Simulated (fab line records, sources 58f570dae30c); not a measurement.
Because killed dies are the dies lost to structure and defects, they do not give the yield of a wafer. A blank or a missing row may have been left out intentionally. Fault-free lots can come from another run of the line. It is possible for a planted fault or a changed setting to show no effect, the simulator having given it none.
Which of the tools did it? :: flow berkeley-cmos170 :: 42 wafers from 14 lots sampled at 5 of the route's 331 steps

## WHAT THE GAUGES SHOWED, per wafer
UCB170_GATE_THK_MEAS_05. Usual: GATE_POLY_THK typically reads 213.9 nm, with standard deviation 1.9.
lot: L311
measured: day 6 23:32
on: film-metro-04
GATE_POLY_THK (nm): 211.7 210.9 212.0
flag: 

lot: L310
measured: day 6 23:33
on: film-metro-02
GATE_POLY_THK (nm): 213.8 212.2 212.6
flag: 

lot: L312
measured: day 7 10:10
on: film-metro-04
GATE_POLY_THK (nm): 214.5 214.1 215.0
flag: 

lot: L313
measured: day 7 16:40
on: film-metro-02
GATE_POLY_THK (nm): 211.9 213.9 216.1
flag: 

lot: L314
measured: day 7 16:44
on: film-metro-01
GATE_POLY_THK (nm): 214.9 216.0 216.7
flag: 

lot: L315
measured: day 7 22:50
on: film-metro-01
GATE_POLY_THK (nm): 213.8 210.8 211.8
flag: 

lot: L318
measured: day 8 08:27
on: film-metro-04
GATE_POLY_THK (nm): 215.6 214.7 214.7
flag: 

lot: L317
measured: day 8 08:28
on: film-metro-02
GATE_POLY_THK (nm): 211.4 212.4 211.7
flag: 

lot: L321
measured: day 9 04:59
on: film-metro-02
GATE_POLY_THK (nm): 215.3 213.6 214.8
flag: 

lot: L325
measured: day 9 12:11
on: film-metro-01
GATE_POLY_THK (nm): 214.6 217.1 213.1
flag: 

lot: L327
measured: day 10 16:15
on: film-metro-01
GATE_POLY_THK (nm): 215.7 214.5 216.2
flag: 

lot: L329
measured: day 10 16:19
on: film-metro-01
GATE_POLY_THK (nm): 212.4 214.4 212.2
flag: 

lot: L326
measured: day 10 16:20
on: film-metro-04
GATE_POLY_THK (nm): 215.6 214.5 215.0
flag: 

lot: L331
measured: day 11 00:34
on: film-metro-02
GATE_POLY_THK (nm): 212.4 211.0 212.3
flag: 

UCB170_V2_CD_MEAS_12: target cd 700 nm. Usual: 700.2 nm for cd-nm, sd 1.1.
lot: L311
measured: day 8 17:35
on: cd-sem-02
cd-nm (nm): 701.3 700.7 701.6
flag: 

lot: L310
measured: day 8 17:58
on: cd-sem-02
cd-nm (nm): 699.8 699.6 700.2
flag: 

lot: L312
measured: day 9 02:07
on: cd-sem-01
cd-nm (nm): 699.8 700.2 698.4
flag: 

lot: L313
measured: day 9 08:46
on: cd-sem-02
cd-nm (nm): 701.2 700.5 700.1
flag: 

lot: L314
measured: day 9 10:56
on: cd-sem-01
cd-nm (nm): 700.8 701.6 701.5
flag: 

lot: L315
measured: day 9 19:07
on: cd-sem-01
cd-nm (nm): 700.8 700.8 701.0
flag: 

lot: L318
measured: day 10 08:51
on: cd-sem-01
cd-nm (nm): 699.6 700.5 701.0
flag: 

lot: L317
measured: day 10 10:02
on: cd-sem-02
cd-nm (nm): 699.7 698.7 699.1
flag: 

lot: L321
measured: day 10 23:44
on: cd-sem-01
cd-nm (nm): 719.5 719.1 718.6 719.1 719.2 718.6
flag: OFF

lot: L325
measured: day 11 06:22
on: cd-sem-02
cd-nm (nm): 717.8 716.7 717.6 717.6 716.6 717.5
flag: OFF

lot: L327
measured: day 12 11:13
on: cd-sem-02
cd-nm (nm): 700.3 701.1 700.0
flag: 

lot: L329
measured: day 12 11:04
on: cd-sem-02
cd-nm (nm): 701.4 701.5 700.1
flag: 

lot: L326
measured: day 12 06:29
on: cd-sem-01
cd-nm (nm): 700.3 699.7 700.8
flag: 

lot: L331
measured: day 12 18:08
on: cd-sem-01
cd-nm (nm): 699.2 700.6 699.3
flag: 

## WHICH TOOL RAN EACH LOT (tool, then ch and the chambers of the sampled wafers, then the start)
lot: L311
UCB170_SPACER_CVD_00: pecvd-03 ch 1,2, day 7 06:05
UCB170_V2_CMP_02: cmp-02 ch 2,3, day 8 12:38
UCB170_V2_SOFTBAKE_08: litho-track-02 ch 0, day 8 15:29

lot: L310
UCB170_SPACER_CVD_00: pecvd-01 ch 0,1,2, day 7 05:22
UCB170_V2_CMP_02: cmp-02 ch 1,2, day 8 13:25
UCB170_V2_SOFTBAKE_08: litho-track-02 ch 0, day 8 15:58

lot: L312
UCB170_SPACER_CVD_00: pecvd-02 ch 0,1, day 7 17:18
UCB170_V2_CMP_02: cmp-01 ch 0,1,3, day 8 21:47
UCB170_V2_SOFTBAKE_08: litho-track-03 ch 0, day 9 01:26

lot: L313
UCB170_SPACER_CVD_00: pecvd-01 ch 1,2, day 7 22:12
UCB170_V2_CMP_02: cmp-02 ch 0,2,3, day 9 07:06
UCB170_V2_SOFTBAKE_08: litho-track-03 ch 0, day 9 08:06

lot: L314
UCB170_SPACER_CVD_00: pecvd-02 ch 0,1,2, day 7 22:34
UCB170_V2_CMP_02: cmp-02 ch 1,3, day 9 09:26
UCB170_V2_SOFTBAKE_08: litho-track-01 ch 0, day 9 10:24

lot: L315
UCB170_SPACER_CVD_00: pecvd-03 ch 0,1,2, day 8 04:11
UCB170_V2_CMP_02: cmp-02 ch 2,3, day 9 17:35
UCB170_V2_SOFTBAKE_08: litho-track-03 ch 0, day 9 18:35

lot: L318
UCB170_SPACER_CVD_00: pecvd-01 ch 0,1, day 8 19:48
UCB170_V2_CMP_02: cmp-02 ch 0,1,2, day 10 07:20
UCB170_V2_SOFTBAKE_08: litho-track-01 ch 0, day 10 08:19

lot: L317
UCB170_SPACER_CVD_00: pecvd-03 ch 0,1,2, day 8 19:48
UCB170_V2_CMP_02: cmp-02 ch 0,2,3, day 10 08:20
UCB170_V2_SOFTBAKE_08: litho-track-02 ch 0, day 10 09:25

lot: L321
UCB170_SPACER_CVD_00: pecvd-03 ch 1,2, day 9 11:01
UCB170_V2_CMP_02: cmp-02 ch 1,2, day 10 21:55
UCB170_V2_SOFTBAKE_08: litho-track-01 ch 0, day 10 22:52

lot: L325
UCB170_SPACER_CVD_00: pecvd-01 ch 0,2, day 9 18:11
UCB170_V2_CMP_02: cmp-01 ch 1,2,3, day 11 02:13
UCB170_V2_SOFTBAKE_08: litho-track-01 ch 0, day 11 05:17

lot: L327
UCB170_SPACER_CVD_00: pecvd-02 ch 1,2, day 11 00:24
UCB170_V2_CMP_02: cmp-02 ch 0,1,3, day 12 07:22
UCB170_V2_SOFTBAKE_08: litho-track-02 ch 0, day 12 09:37

lot: L329
UCB170_SPACER_CVD_00: pecvd-03 ch 0,2, day 11 00:31
UCB170_V2_CMP_02: cmp-02 ch 0,2,3, day 12 07:43
UCB170_V2_SOFTBAKE_08: litho-track-03 ch 0, day 12 09:39

lot: L326
UCB170_SPACER_CVD_00: pecvd-01 ch 0,1,2, day 11 00:25
UCB170_V2_CMP_02: cmp-02 ch 0,2,3, day 12 04:06
UCB170_V2_SOFTBAKE_08: litho-track-03 ch 0, day 12 05:47

lot: L331
UCB170_SPACER_CVD_00: pecvd-02 ch 0,2, day 11 08:46
UCB170_V2_CMP_02: cmp-02 ch 1,2,3, day 12 16:12
UCB170_V2_SOFTBAKE_08: litho-track-02 ch 0, day 12 17:24
- UCB170_SPACER_CVD_00: deposits SiO2 from TEOS/O2, target thk 376 nm, time 47 s.
- UCB170_V2_CMP_02: polishes SiO2.
- UCB170_V2_SOFTBAKE_08: time 60 s.

## AS READ BY THE TOOLS THEMSELVES (means over the sampled wafers that have a number; for cases with no such wafer, the mark the record gives instead)
UCB170_SPACER_CVD_00. Usual: 286 W for heater-power-w, sd 55.
lot: L311
tool: pecvd-03
heater-power-w (W): 294
flag: 

lot: L310
tool: pecvd-01
heater-power-w (W): 259
flag: 

lot: L312
tool: pecvd-02
heater-power-w (W): 361
flag: 

lot: L313
tool: pecvd-01
heater-power-w (W): 284
flag: 

lot: L314
tool: pecvd-02
heater-power-w (W): 287
flag: 

lot: L315
tool: pecvd-03
heater-power-w (W): 272
flag: 

lot: L318
tool: pecvd-01
heater-power-w (W): 283
flag: 

lot: L317
tool: pecvd-03
heater-power-w (W): 298
flag: 

lot: L321
tool: pecvd-03
heater-power-w (W): 327
flag: 

lot: L325
tool: pecvd-01
heater-power-w (W): 291
flag: 

lot: L327
tool: pecvd-02
heater-power-w (W): 255
flag: 

lot: L329
tool: pecvd-03
heater-power-w (W): 284
flag: 

lot: L326
tool: pecvd-01
heater-power-w (W): 281
flag: 

lot: L331
tool: pecvd-02
heater-power-w (W): 292
flag: 

UCB170_V2_CMP_02. Usual: motor-current-A 15.9 A, standard deviation 1.6; slurry-filter-dp-kPa 13.51 kPa, standard deviation 0.14.
lot: L311
tool: cmp-02
motor-current-A (A): 15.4
slurry-filter-dp-kPa (kPa): 13.43
flag: 

lot: L310
tool: cmp-02
motor-current-A (A): 18.0
slurry-filter-dp-kPa (kPa): 13.49
flag: 

lot: L312
tool: cmp-01
motor-current-A (A): 15.5
slurry-filter-dp-kPa (kPa): 13.48
flag: 

lot: L313
tool: cmp-02
motor-current-A (A): 15.3
slurry-filter-dp-kPa (kPa): 13.41
flag: 

lot: L314
tool: cmp-02
motor-current-A (A): 16.1
slurry-filter-dp-kPa (kPa): 13.44
flag: 

lot: L315
tool: cmp-02
motor-current-A (A): 17.0
slurry-filter-dp-kPa (kPa): 13.49
flag: 

lot: L318
tool: cmp-02
motor-current-A (A): 16.0
slurry-filter-dp-kPa (kPa): 13.39
flag: 

lot: L317
tool: cmp-02
motor-current-A (A): 14.8
slurry-filter-dp-kPa (kPa): 13.45
flag: 

lot: L321
tool: cmp-02
motor-current-A (A): 17.7
slurry-filter-dp-kPa (kPa): 13.40
flag: 

lot: L325
tool: cmp-01
motor-current-A (A): 16.8
slurry-filter-dp-kPa (kPa): 13.66
flag: 

lot: L327
tool: cmp-02
motor-current-A (A): 15.9
slurry-filter-dp-kPa (kPa): 13.60
flag: 

lot: L329
tool: cmp-02
motor-current-A (A): 15.4
slurry-filter-dp-kPa (kPa): 13.57
flag: 

lot: L326
tool: cmp-02
motor-current-A (A): 14.9
slurry-filter-dp-kPa (kPa): 13.57
flag: 

lot: L331
tool: cmp-02
motor-current-A (A): 16.6
slurry-filter-dp-kPa (kPa): 13.63
flag: 

UCB170_V2_SOFTBAKE_08. Usual: exhaust-pa 45.2 Pa, standard deviation 0.87; heater-power-total-W 56.81 W, standard deviation 0.051; plate-temp-C 129.98 C, standard deviation 0.14.
lot: L311
tool: litho-track-02
exhaust-pa (Pa): 44.7
heater-power-total-W (W): 56.81
plate-temp-C (C): 129.98
flag: 

lot: L310
tool: litho-track-02
exhaust-pa (Pa): 44.5
heater-power-total-W (W): 56.84
plate-temp-C (C): 129.96
flag: 

lot: L312
tool: litho-track-03
exhaust-pa (Pa): 45.3
heater-power-total-W (W): 56.79
plate-temp-C (C): 130.09
flag: 

lot: L313
tool: litho-track-03
exhaust-pa (Pa): 45.5
heater-power-total-W (W): 56.79
plate-temp-C (C): 130.07
flag: 

lot: L314
tool: litho-track-01
exhaust-pa (Pa): 43.6
heater-power-total-W (W): 56.82
plate-temp-C (C): 130.05
flag: 

lot: L315
tool: litho-track-03
exhaust-pa (Pa): 45.3
heater-power-total-W (W): 56.84
plate-temp-C (C): 129.97
flag: 

lot: L318
tool: litho-track-01
exhaust-pa (Pa): 45.3
heater-power-total-W (W): 56.79
plate-temp-C (C): 129.96
flag: 

lot: L317
tool: litho-track-02
exhaust-pa (Pa): 44.9
heater-power-total-W (W): 56.83
plate-temp-C (C): 130.30
flag: 

lot: L321
tool: litho-track-01
exhaust-pa (Pa): 44.4
heater-power-total-W (W): 60.44
plate-temp-C (C): 136.19
flag: OFF

lot: L325
tool: litho-track-01
exhaust-pa (Pa): 46.3
heater-power-total-W (W): 60.41
plate-temp-C (C): 136.22
flag: OFF

lot: L327
tool: litho-track-02
exhaust-pa (Pa): 45.7
heater-power-total-W (W): 56.83
plate-temp-C (C): 129.86
flag: 

lot: L329
tool: litho-track-03
exhaust-pa (Pa): 44.6
heater-power-total-W (W): 56.81
plate-temp-C (C): 130.04
flag: 

lot: L326
tool: litho-track-03
exhaust-pa (Pa): 45.0
heater-power-total-W (W): 56.77
plate-temp-C (C): 130.04
flag: 

lot: L331
tool: litho-track-02
exhaust-pa (Pa): 45.0
heater-power-total-W (W): 56.81
plate-temp-C (C): 129.91
flag: 

## THE ANSWER, worked out from the rows above alone
Rule: take the mean of a lot's wafers that have a number; if it is more than 3 standard deviations from the usual mean, the lot is off. Also off: a lot with no number at a reading for which 4 or more lots have one. The other lots that the step has rows for count as sound. After the gauges, taken in route order, come the tools' own readings; for these a lot's mean is taken, as printed above. The first step at which some lot is off is used, and at that step the reading that is off furthest; a lot without a number counts as furthest.
Off at UCB170_V2_CD_MEAS_12 (cd-nm): L321, L325.
If a tool, at a process step before that reading, ran all the lots that are off and no sound lot after the first of them, it fits. The gauges at UCB170_V2_CD_MEAS_12 aren't tried: what is off there is off at UCB170_V2_SOFTBAKE_08 too, on other tools, and a gauge's error can't cause that. One candidate fits, namely litho-track-01 at UCB170_V2_SOFTBAKE_08. Its last sound lot is L318 (day 10 08:19), its first lot that is off L321 (day 10 22:52): a fault that began between those two fits.
The tool's own readings at UCB170_V2_SOFTBAKE_08 bear it out: on the lots that are off they differ by more than 5 times the standard deviation of the sound lots' means. heater-power-total-W reads 60.42 W there against 56.81 W on the sound lots; plate-temp-C reads 136.20 C there against 130.02 C on the sound lots.

## WHAT THE SIMULATOR HAD PUT IN
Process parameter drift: litho-track-01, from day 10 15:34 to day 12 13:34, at UCB170_V2_SOFTBAKE_08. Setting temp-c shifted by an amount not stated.
Shown lots that were struck: L321, L325. Same finding as the rule above.
